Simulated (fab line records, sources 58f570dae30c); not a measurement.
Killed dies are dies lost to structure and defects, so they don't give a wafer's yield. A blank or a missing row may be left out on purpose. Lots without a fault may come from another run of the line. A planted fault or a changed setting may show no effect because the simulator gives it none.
Which tool did it? | flow berkeley_cmos170 | 14 lots, 42 wafers sampled, at 5 steps of a route of 331

WHAT THE GAUGES READ, wafer by wafer
UCB170_PSD_CD_MEAS_06: target cd 1200 nm. Usual: cd_nm 1200.0 nm, standard deviation 1.5.
lot  | measured     | on        | cd_nm (nm)           | flag
L514 | day 7 21:13  | cd_sem-01 | 1199.6 1198.0 1201.6 |
L513 | day 7 21:29  | cd_sem-01 | 1200.8 1201.1 1200.1 |
L515 | day 8 21:52  | cd_sem-01 | 1196.6 1195.3 1195.1 |
L520 | day 8 22:08  | cd_sem-01 | 1201.6 1202.7 1202.4 |
L519 | day 8 22:13  | cd_sem-02 | 1199.2 1200.0 1199.5 |
L523 | day 9 14:22  | cd_sem-02 | 1201.2 1202.3 1200.2 |
L525 | day 10 06:49 | cd_sem-01 | 1199.6 1201.0 1200.8 |
L527 | day 10 06:52 | cd_sem-02 | 1200.8 1201.0 1200.5 |
L529 | day 10 16:20 | cd_sem-01 | 1200.9 1200.2 1202.1 |
L528 | day 10 16:43 | cd_sem-02 | 1199.1 1201.2 1201.7 |
L530 | day 11 09:31 | cd_sem-01 | 1198.4 1198.3 1198.1 |
L533 | day 11 21:48 | cd_sem-01 | 1198.6 1199.3 1198.4 |
L531 | day 11 21:59 | cd_sem-01 | 1201.6 1200.7 1201.5 |
L536 | day 11 22:17 | cd_sem-01 | 1200.6 1199.1 1199.0 |

UCB170_CONTACT_CD_MEAS_90: target cd 700 nm. Usual: cd_nm 699.7 nm, standard deviation 1.7.
lot  | measured     | on        | cd_nm (nm)        | flag
L514 | day 8 07:52  | cd_sem-02 | 696.7 700.4 698.1 |
L513 | day 8 08:25  | cd_sem-02 | 697.3 698.3 699.0 |
L515 | day 9 12:30  | cd_sem-01 | 694.2 696.9 695.7 |
L520 | day 9 09:25  | cd_sem-02 | 702.5 700.9 700.5 |
L519 | day 9 12:10  | cd_sem-02 | 696.9 699.9 702.1 |
L523 | day 10 03:29 | cd_sem-01 | 700.6 701.2 699.3 |
L525 | day 10 16:34 | cd_sem-02 | 700.3 701.1 700.7 |
L527 | day 10 16:37 | cd_sem-01 | 700.0 699.4 700.9 |
L529 | day 11 01:31 | cd_sem-02 | 697.0 696.9 700.1 |
L528 | day 11 03:20 | cd_sem-02 | 701.1 700.2 701.1 |
L530 | day 11 19:26 | cd_sem-02 | 699.9 698.4 698.8 |
L533 | day 12 07:37 | cd_sem-01 | 698.5 698.0 698.9 |
L531 | day 12 08:04 | cd_sem-02 | 700.3 699.3 699.5 |
L536 | day 12 07:52 | cd_sem-02 | 699.5 701.4 703.2 |

UCB170_V2_BOW_MEAS_03. Usual: V2_BOW 38 um, standard deviation 6.8.
lot  | measured     | on            | V2_BOW (um) | flag
L514 | day 8 18:46  | film_metro-04 | 39 45 36    |
L513 | day 8 21:35  | film_metro-02 | 29 40 29    |
L515 | day 10 02:38 | film_metro-03 | 42 43 39    |
L520 | day 9 18:26  | film_metro-03 | 46 27 46    |
L519 | day 9 23:29  | film_metro-02 | 36 38 42    |
L523 | day 10 15:01 | film_metro-04 | 41 38 33    |
L525 | day 11 03:07 | film_metro-02 | 44 30 42    |
L527 | day 11 04:26 | film_metro-04 | 30 34 47    |
L529 | day 11 12:16 | film_metro-02 | 38 33 30    |
L528 | day 11 14:22 | film_metro-04 | 40 39 27    |
L530 | day 12 05:13 | film_metro-02 | 36 39 53    |
L533 | day 12 18:49 | film_metro-03 | 44 29 26    |
L531 | day 12 19:39 | film_metro-03 | 32 42 46    |
L536 | day 12 18:32 | film_metro-02 | 40 38 41    |

WHICH TOOL RAN EACH LOT (tool, then ch and the chambers of the sampled wafers, then the start)
lot  | UCB170_M2_COAT_05                 | UCB170_M2_STRIP_07
L514 | litho_track-01 ch 0, day 8 15:43  | plasma_asher-02 ch 0,1, day 8 16:01
L513 | litho_track-02 ch 0, day 8 18:24  | plasma_asher-04 ch 0,1, day 8 18:42
L515 | litho_track-02 ch 0, day 9 22:11  | plasma_asher-03 ch 0,1, day 9 22:28
L520 | litho_track-01 ch 0, day 9 15:43  | plasma_asher-02 ch 0,1, day 9 15:58
L519 | litho_track-03 ch 0, day 9 19:34  | plasma_asher-04 ch 0,1, day 9 19:52
L523 | litho_track-02 ch 0, day 10 12:21 | plasma_asher-04 ch 0,1, day 10 12:39
L525 | litho_track-01 ch 0, day 11 00:03 | plasma_asher-02 ch 0,1, day 11 00:21
L527 | litho_track-01 ch 0, day 11 01:46 | plasma_asher-04 ch 0,1, day 11 02:04
L529 | litho_track-03 ch 0, day 11 09:02 | plasma_asher-03 ch 0,1, day 11 09:20
L528 | litho_track-02 ch 0, day 11 10:08 | plasma_asher-03 ch 0,1, day 11 10:25
L530 | litho_track-02 ch 0, day 12 02:40 | plasma_asher-04 ch 0,1, day 12 02:58
L533 | litho_track-02 ch 0, day 12 15:39 | plasma_asher-03 ch 0,1, day 12 15:56
L531 | litho_track-03 ch 0, day 12 15:58 | plasma_asher-04 ch 0,1, day 12 16:16
L536 | litho_track-03 ch 0, day 12 15:17 | plasma_asher-04 ch 0,1, day 12 15:34
- UCB170_M2_COAT_05: resist thk 900 nm.
- UCB170_M2_STRIP_07: strips in O2.

WHAT THE TOOLS THEMSELVES READ (means of the sampled wafers that have a number; where no wafer has one, the mark that the record gives instead)
UCB170_M2_COAT_05. Usual: resist_line_temp_C 23.01 C, standard deviation 0.1; spin_speed_rpm 1500.1 rpm, standard deviation 0.85.
lot  | tool           | resist_line_temp_C (C) | spin_speed_rpm (rpm) | flag
L514 | litho_track-01 | 22.99                  | 1499.4               |
L513 | litho_track-02 | 22.98                  | 1499.0               |
L515 | litho_track-02 | 23.01                  | 1499.4               |
L520 | litho_track-01 | 23.03                  | 1500.4               |
L519 | litho_track-03 | 22.98                  | 1500.2               |
L523 | litho_track-02 | 22.96                  | 1499.4               |
L525 | litho_track-01 | 22.97                  | 1457.2               | OFF
L527 | litho_track-01 | 23.04                  | 1458.0               | OFF
L529 | litho_track-03 | 22.95                  | 1501.4               |
L528 | litho_track-02 | 23.05                  | 1499.8               |
L530 | litho_track-02 | 22.94                  | 1499.5               |
L533 | litho_track-02 | 22.94                  | 1500.4               |
L531 | litho_track-03 | 23.11                  | 1499.9               |
L536 | litho_track-03 | 23.02                  | 1500.4               |

UCB170_M2_STRIP_07. Usual: drypump_motor_current_A 5.6 A, standard deviation 0.33; oes_product_au 0.734 a.u., standard deviation 0.0047; strip_time_to_endpoint_s 21.96 s, standard deviation 0.074.
lot  | tool            | drypump_motor_current_A (A) | oes_product_au (a.u.) | strip_time_to_endpoint_s (s) | flag
L514 | plasma_asher-02 | 6.0                         | 0.730                 | 21.93                        |
L513 | plasma_asher-04 | 5.5                         | 0.736                 | 21.90                        |
L515 | plasma_asher-03 | 5.3                         | 0.742                 | 21.99                        |
L520 | plasma_asher-02 | 6.2                         | 0.732                 | 21.89                        |
L519 | plasma_asher-04 | 5.4                         | 0.734                 | 22.06                        |
L523 | plasma_asher-04 | 5.4                         | 0.735                 | 21.90                        |
L525 | plasma_asher-02 | 6.0                         | 0.737                 | 22.29                        | OFF
L527 | plasma_asher-04 | 5.4                         | 0.734                 | 22.28                        | OFF
L529 | plasma_asher-03 | 5.4                         | 0.737                 | 21.89                        |
L528 | plasma_asher-03 | 5.4                         | 0.733                 | 21.95                        |
L530 | plasma_asher-04 | 5.4                         | 0.730                 | 21.90                        |
L533 | plasma_asher-03 | 5.4                         | 0.736                 | 21.93                        |
L531 | plasma_asher-04 | 5.4                         | 0.736                 | 22.06                        |
L536 | plasma_asher-04 | 5.4                         | 0.731                 | 21.82                        |

THE ANSWER, worked out from the rows above alone
Rule: a lot is off if the mean of its wafers that have a number lies more than 3 standard deviations from the usual mean. A lot without any number at a reading at which 4 lots or more have one is off too. The other lots that the step has rows for count as sound. The gauges are gone through in route order, then the tools' own readings, and for those a lot's mean is taken as printed above. The first step at which some lot is off is used, and at that step the reading that is off furthest; a lot without a number counts as furthest.
Off: L525, L527, at UCB170_M2_COAT_05 (spin_speed_rpm).
A tool fits if, at that step or a process step before it, it ran every lot that is off, and no sound lot after the first of them. One fits: litho_track-01 at UCB170_M2_COAT_05. Its last sound lot is L520 (day 9 15:43), its first lot that is off L525 (day 11 00:03): a fault that began between those two fits.
The tool's own readings at UCB170_M2_COAT_05 bear it out: on the lots that are off they differ by more than 5 times the standard deviation of the sound lots' means. spin_speed_rpm reads 1457.6 rpm there against 1499.9 rpm on the sound lots.

WHAT THE SIMULATOR HAD PUT IN
Process parameter drift: litho_track-01, from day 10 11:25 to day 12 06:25, at UCB170_M2_COAT_05. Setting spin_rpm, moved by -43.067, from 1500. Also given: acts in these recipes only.
Lots struck among those shown: L525, L527. The rule above found the same.
